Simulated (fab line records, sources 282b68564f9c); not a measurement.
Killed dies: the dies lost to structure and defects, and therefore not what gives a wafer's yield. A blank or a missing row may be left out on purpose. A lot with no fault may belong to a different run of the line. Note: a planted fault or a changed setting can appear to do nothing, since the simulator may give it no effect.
Comparing a struck lot with a sound one || flow rit-cmos || 45 out of 202 route steps
Sound: wafers L738.2, L738.3, L738.4. Wafers struck: L753.1, L753.3, L753.6. The cause is named last.
At each step with rows: each side's tool, then ch and its chambers, then its first start. Under that, the readings that differ: sound wafers || struck wafers || difference of the means || sigmas: that difference in standard deviations of wafers without a fault.
alike: same words and numbers on both sides, and readings whose means sit less than 2 such deviations apart. not compared: any withheld reading, any reading some wafer has no value for, any bound like >300 that may hide the same value, and any number with overlapping values for which the record gives no deviation.
Wherever a step has rows on one side only, a row that says differs or no value, or a row with sigmas, the two part there. Numbers that don't overlap but have no deviation are shown without sigmas and don't part them. Lack of a reading on every wafer of one side parts them only where that side has two or more wafers.

first, 1 step without rows for these wafers: RIT_ACTIVE_DEVELOP_10 (develop time 50 s).
RIT_ACTIVE_CD_MEAS_11: target cd 1400 nm.
  sound: cd-sem-02 at day 1 20:17; struck: cd-sem-01 at day 4 22:26
{"reading": "cd-nm (nm)", "sound": "1401.0 1401.3 1402.3", "struck": "1396.4 1396.5 1395.8", "difference": -5.3, "sigmas": -3}
then, 1 step without rows for these wafers: RIT_ACTIVE_HARDBAKE_12 (time 60 s).
RIT_ACTIVE_ETCH_13: etches Si3N4 in SF6, stops on SiO2, time 210 s, target depth 210 nm.
  sound on rie-diel-01 ch 0,1,2, day 1 20:32; struck on rie-diel-01 ch 0,2,3, day 4 22:43
  alike: drypump-motor-current-A, oes-product-au, throttle-valve-pct
  not compared: rf-hours-counter-h
RIT_ACTIVE_STRIP_14: strips in O2, time 180 s.
  sound on plasma-asher-03 ch 0,1, day 1 20:41; struck on plasma-asher-04 ch 1, day 4 22:50
  alike: drypump-motor-current-A, o2-flow-sccm
  not compared: rf-hours-counter-h
RIT_ACTIVE_CD_MEAS_90: target cd 1400 nm.
  sound: cd-sem-01 at day 1 20:52; struck: cd-sem-02 at day 4 23:01
{"reading": "cd-nm (nm)", "sound": "1401.0 1401.2 1402.4", "struck": "1396.2 1396.2 1395.9", "difference": -5.4, "sigmas": -3}
then, 4 steps without rows for these wafers: RIT_ACTIVE_CLEAN_15 (cleans in SC1, time 600 s); RIT_ACTIVE_CLEAN_16 (cleans in dHF, time 30 s); RIT_ACTIVE_CLEAN_17 (cleans in SC2, time 600 s); RIT_FOX1_OXIDATION_00 (target thk 350.7 nm, ox time 1130 s).
RIT_FOX1_THK_MEAS_01:
  sound: film-metro-04 at day 1 22:40; struck: film-metro-01 at day 5 00:51
  alike: FOX1_OXIDE_THK
then, 1 step without rows for these wafers: RIT_FOX1_WET_ETCH_02 (etches SiO2 in BOE, target depth 350 nm, time 390 s).
RIT_FOX2_OXIDATION_00: target thk 350.7 nm, ox time 1181 s.
  sound on furnace-02 ch 0, day 1 22:50; struck on furnace-04 ch 0, day 5 01:02
{"reading": "spike-tc-centre-C (C)", "sound": "1100.3 1101.1 1102.4", "struck": "1063.3 1063.1 1064.5", "difference": -37.6, "sigmas": -24}
{"reading": "spike-tc-load-C (C)", "sound": "1126.3 1125.9 1128.0", "struck": "1083.3 1080.7 1083.7", "difference": -44.2, "sigmas": -21}
{"reading": "spike-tc-source-C (C)", "sound": "1124.4 1124.0 1122.6", "struck": "1079.9 1080.7 1079.5", "difference": -43.6, "sigmas": -23}
{"reading": "tube-center-temp-C (C)", "sound": "1100 1100.1 1100", "struck": "1059.9 1060.1 1059.9", "difference": -40.1, "sigmas": "-99 or more"}
{"reading": "tube_center_temp_C_max", "sound": "1102.7 1104.0 1102.3", "struck": "1062.7 1063.4 1063.3", "difference": -39.9, "sigmas": -85}
{"reading": "model.SiO2_of_FOX2_OXIDATION_00.thk-nm (nm)", "sound": "365.5 359.3 360.7", "struck": "284.4 286.9 290.4", "difference": -74.6, "sigmas": ""}
  alike: zone-power-load-pct
RIT_FOX2_THK_MEAS_01:
  sound: film-metro-03 at day 2 00:09; struck: film-metro-04 at day 5 02:21
{"reading": "FOX2_OXIDE_THK (nm)", "sound": "366 359 361", "struck": "284 287 290", "difference": -75, "sigmas": -9}
then, 2 steps without rows for these wafers: RIT_FOX2_CLEAN_02 (cleans in dHF, time 180 s); RIT_FOX2_WET_ETCH_03 (etches Si3N4 in H3PO4, target depth 195 nm, time 2700 s).
RIT_FOX2_THK_MEAS_90:
  sound: film-metro-03 at day 2 01:05; struck: film-metro-03 at day 5 03:17
{"reading": "FIELD_OXIDE_LEFT_1_THK (nm)", "sound": "338 332 333", "struck": "257 260 263", "difference": -74, "sigmas": -9}
then, 6 steps without rows for these wafers: RIT_NWELL_HMDS_00 (prime time 60 s); RIT_NWELL_COAT_01 (resist thk 1300 nm); RIT_NWELL_SOFTBAKE_02 (time 60 s); RIT_NWELL_EXPOSE_03 (exposes mask M2, target cd 43900 nm); RIT_NWELL_PEB_04; RIT_NWELL_DEVELOP_05 (develop time 68 s).
RIT_NWELL_OVL_MEAS_06:
  sound: overlay-01 at day 2 02:13; struck: overlay-01 at day 5 04:14
  alike: NWELL_OVL
then, 2 steps without rows for these wafers: RIT_NWELL_HARDBAKE_07 (time 120 s); RIT_NWELL_IMPLANT_08.
RIT_NWELL_STRIP_09: strips in O2, time 180 s.
  sound on plasma-asher-02 ch 0,1, day 2 02:39; struck on plasma-asher-03 ch 0,1, day 5 04:40
  alike: drypump-motor-current-A, o2-flow-sccm
  not compared: rf-hours-counter-h
RIT_NWELL_TW_MEAS_10:
  sound: film-metro-04 at day 2 02:50; struck: film-metro-02 at day 5 04:50
{"reading": "NWELL_TW", "sound": "2148 2138 2133", "struck": "2162 2172 2167", "difference": "+27", "sigmas": "+3"}
then, 6 steps without rows for these wafers: RIT_PWELL_HMDS_00 (prime time 60 s); RIT_PWELL_COAT_01 (resist thk 1308 nm); RIT_PWELL_SOFTBAKE_02 (time 60 s); RIT_PWELL_EXPOSE_03 (exposes mask M3, target cd 43700 nm); RIT_PWELL_PEB_04; RIT_PWELL_DEVELOP_05 (develop time 68 s).
RIT_PWELL_OVL_MEAS_06:
  sound: overlay-02 at day 2 03:46; struck: overlay-01 at day 5 06:01
{"reading": "PWELL_OVL (nm)", "sound": "-2.5 -2.0 -2.2", "struck": "1.1 1.0 2.1", "difference": "+3.6", "sigmas": "+2"}
then, 2 steps without rows for these wafers: RIT_PWELL_HARDBAKE_07 (time 120 s); RIT_PWELL_IMPLANT_08.
RIT_PWELL_STRIP_09: strips in O2, time 180 s.
  sound on plasma-asher-03 ch 0,1, day 2 04:12; struck on plasma-asher-02 ch 0,1, day 5 06:27
{"reading": "o2-flow-sccm (sccm)", "sound": "3977 3991 3970", "struck": "4010 4005 4016", "difference": "+31", "sigmas": "+3"}
  alike: drypump-motor-current-A
  not compared: rf-hours-counter-h
RIT_PWELL_TW_MEAS_10:
  sound: film-metro-04 at day 2 04:23; struck: film-metro-02 at day 5 06:37
  alike: PWELL_TW
then, 1 step without rows for these wafers: RIT_WELLDRIVE_ANNEAL_00 (time 14700 s).
RIT_WELLDRIVE_RS_MEAS_01: the measuring method here is four-point-probe.
  sound: film-metro-04 at day 2 09:32; struck: film-metro-04 at day 5 12:37
{"reading": "NWELL_RS (ohm/sq)", "sound": "276.3 277.2 277.7", "struck": "274.2 274.5 274.7", "difference": -2.6, "sigmas": -3}
RIT_WELLDRIVE_RS_MEAS_02: the measuring method here is four-point-probe.
  sound: film-metro-04 at day 2 09:40; struck: film-metro-04 at day 5 12:44
  alike: PWELL_RS
RIT_FOX2_THK_MEAS_91:
  sound: film-metro-03 at day 2 13:25; struck: film-metro-04 at day 5 16:38
{"reading": "FIELD_OXIDE_LEFT_2_THK (nm)", "sound": "269 263 264", "struck": "191 193 196", "difference": -72, "sigmas": -9}
RIT_SILICIDE_WET_ETCH_00: etches SiO2 in BOE, target depth 14 nm, time 15 s.
  sound on wet-bench-02 ch 2, day 3 06:53; struck on wet-bench-03 ch 0, day 6 10:21
{"reading": "model.SiO2_of_FOX2_OXIDATION_00.thk-nm (nm)", "sound": "164 157.6 160.6", "struck": "85.32 86.92 90.93", "difference": -73.01, "sigmas": ""}
RIT_M1_PROBE_99:
  sound: prober-02 at day 3 14:02; struck: prober-01 at day 6 18:22
{"reading": "model.etest.pldd.width-nm (nm)", "sound": "3200 3231 3215", "struck": "3254 3283 3261", "difference": "+51", "sigmas": ""}
{"reading": "model.etest.nldd.width-nm (nm)", "sound": "3192 3207 3216", "struck": "3271 3284 3255", "difference": "+65", "sigmas": ""}
{"reading": "model.etest.nplus-sal.width-nm (nm)", "sound": "3438 3466 3438", "struck": "3520 3537 3507", "difference": "+74", "sigmas": ""}
{"reading": "model.etest.pplus-sal.width-nm (nm)", "sound": "3431 3483 3432", "struck": "3518 3532 3508", "difference": "+71", "sigmas": ""}
{"reading": "model.etest.pwell.rs-ohm-sq", "sound": "416.3 419.4 416.6", "struck": "403.5 402.6 406", "difference": -13.4, "sigmas": ""}
{"reading": "model.etest.field-n.vt-v (V)", "sound": "36.73 35.82 36.11", "struck": "26.05 26.35 26.79", "difference": -9.82, "sigmas": ""}
{"reading": "model.etest.field-p-metal.vt-v (V)", "sound": "-28.9 -29.12 -29.77", "struck": "-38.37 -37.99 -37.75", "difference": -8.77, "sigmas": ""}
{"reading": "model.etest.poly-comb-over-steps.leak-log10-a-um", "sound": "-12.98 -12.68 -12.71", "struck": "-11.81 -10.16 -10.83", "difference": "+1.86", "sigmas": ""}
  alike: killed-at-contacts, killed-at-front-end, killed-dies, killed-open, killed-short

WHERE THEY PART
First at RIT_ACTIVE_CD_MEAS_11; last, within this record, at RIT_FOX2_THK_MEAS_91. Later steps at which nothing parts them and some readings are alike: RIT_M1_PROBE_99.

WHY: what had been put in by the simulator
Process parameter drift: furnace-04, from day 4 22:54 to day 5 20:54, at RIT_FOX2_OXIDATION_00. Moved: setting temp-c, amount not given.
